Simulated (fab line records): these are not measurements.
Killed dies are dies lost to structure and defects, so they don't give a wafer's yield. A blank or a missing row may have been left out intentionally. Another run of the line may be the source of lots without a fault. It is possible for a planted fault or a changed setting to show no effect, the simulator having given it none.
Lot-split experiment    flow rit_cmos    on a route of 202 steps: 5 lots, 23 wafers read

== THE SPLIT ==
At RIT_CONTACT_CVD_00 (deposits SiO2 from TEOS, target thk 400 nm, time 61 s), the setting time_s was moved away from the recipe's 61 s on 12 of the 23 wafers read, by -11.1% to +9.7%. The other wafers ran this setting at the recipe's value.

Between the split and the reading, the file records no step.

== THE READING ==
At RIT_CONTACT_THK_MEAS_01: CONTACT_TEOS_THK, given in nm. Typical for fault-free wafers on this fab line: 399 nm, with standard deviation 4.6 nm.

wafer   tool, chamber at the split  time_s as run, s  against the recipe  CONTACT_TEOS_THK, nm  against lot-mates on the recipe
L075.1  pecvd-01, 1                 65.15             +6.8%               425                   +22
L075.2  pecvd-01, 0                 65.15             +6.8%               424                   +22
L075.4  pecvd-01, 1                 61                recipe              405                   -
L075.5  pecvd-01, 2                 65.15             +6.8%               431                   +28
L075.6  pecvd-01, 0                 61                recipe              400                   -
L076.1  pecvd-03, 1                 66.92             +9.7%               429                   +32
L076.2  pecvd-03, 2                 66.92             +9.7%               434                   +38
L076.3  pecvd-03, 0                 66.92             +9.7%               432                   +36
L076.4  pecvd-03, 0                 61                recipe              395                   -
L076.6  pecvd-03, 2                 61                recipe              398                   -
L078.1  pecvd-01, 0                 54.23             -11.1%              351                   -50
L078.2  pecvd-01, 1                 54.23             -11.1%              354                   -47
L078.3  pecvd-01, 2                 61                recipe              398                   -
L078.4  pecvd-01, 1                 54.23             -11.1%              358                   -43
L078.5  pecvd-01, 2                 61                recipe              404                   -
L081.1  pecvd-01, 0                 61                recipe              393                   -
L081.2  pecvd-01, 1                 57.22             -6.2%               372                   -22
L081.3  pecvd-01, 2                 61                recipe              394                   -
L081.4  pecvd-01, 1                 57.22             -6.2%               373                   -20
L081.5  pecvd-01, 2                 57.22             -6.2%               375                   -18
L085.1  pecvd-03, 0                 61                recipe              396                   -
L085.4  pecvd-03, 0                 61                recipe              406                   -
L085.6  pecvd-03, 1                 61                recipe              405                   -

FIT RESULTS
A straight line over all 23 wafers: CONTACT_TEOS_THK changes by +3.84 nm for each +1% of time_s; r = +0.99; the points scatter about the line by 4.3 nm.
The same after taking each lot's own level away (the mean of its wafers on the recipe; 23 wafers): +3.8 nm for each +1%; r = +0.99; scatter 3.6 nm.
Per that fit: largest time_s move, reading shift of 42 nm.
The lots' own levels span 393.5 to 402.5 nm, that is 2.0 times the standard deviation above.
Hence the lot-to-lot level has little effect on the slope; both slopes agree.
Check: -41.2 nm against its lot-mates is what the line predicts for one of the wafers moved furthest among these (-11.1%) when that wafer is left out of the fit. Against them it came out at -50 nm.

== OTHER SPLITS APPLIED TO THESE WAFERS ==
Other splits were also applied to these wafers ahead of the reading. Each is held against what the fit with the lots' levels taken away leaves over:
other split on the same wafers      wafers away from the commonest value  r with CONTACT_TEOS_THK (lot level and that fit taken away)
RIT_GATE_DEVELOP_15 develop_time_s  7                                     -0.46
RIT_GATE_ETCH_19 time_s             11                                    +0.13
RIT_REOX_OXIDATION_03 temp_c        18                                    +0.40
RIT_NLDD_IMPLANT_08 energy_kev      6                                     +0.07
RIT_PLDD_SOFTBAKE_02 temp_c         11                                    +0.14
RIT_SPACER_CLEAN_00 time_s          15                                    +0.12
RIT_NSD_COAT_01 spin_rpm            6                                     -0.12
RIT_NSD_IMPLANT_08 dose_cm2         10                                    -0.34
RIT_PSD_IMPLANT_08 energy_kev       8                                     +0.23

== THE WHOLE CHAIN: every reading that the file lists as answering this split, in the file's order ==
step                     what it does                                           reading                                                                         change (the file's fit)               r (the file's)
RIT_CONTACT_CVD_00       deposits SiO2 from TEOS, target thk 400 nm, time 61 s  SiO2_of_CONTACT_CVD_00.thk_nm (the simulator's own value, which no gauge read)  +3.79 nm for each +1% of the setting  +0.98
RIT_CONTACT_THK_MEAS_01                                                         CONTACT_TEOS_THK                                                                +3.77 for each +1% of the setting     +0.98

== THE FILE'S OWN FIT ==
CONTACT_TEOS_THK changes by +3.77 nm for each +1% of time_s, r = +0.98.
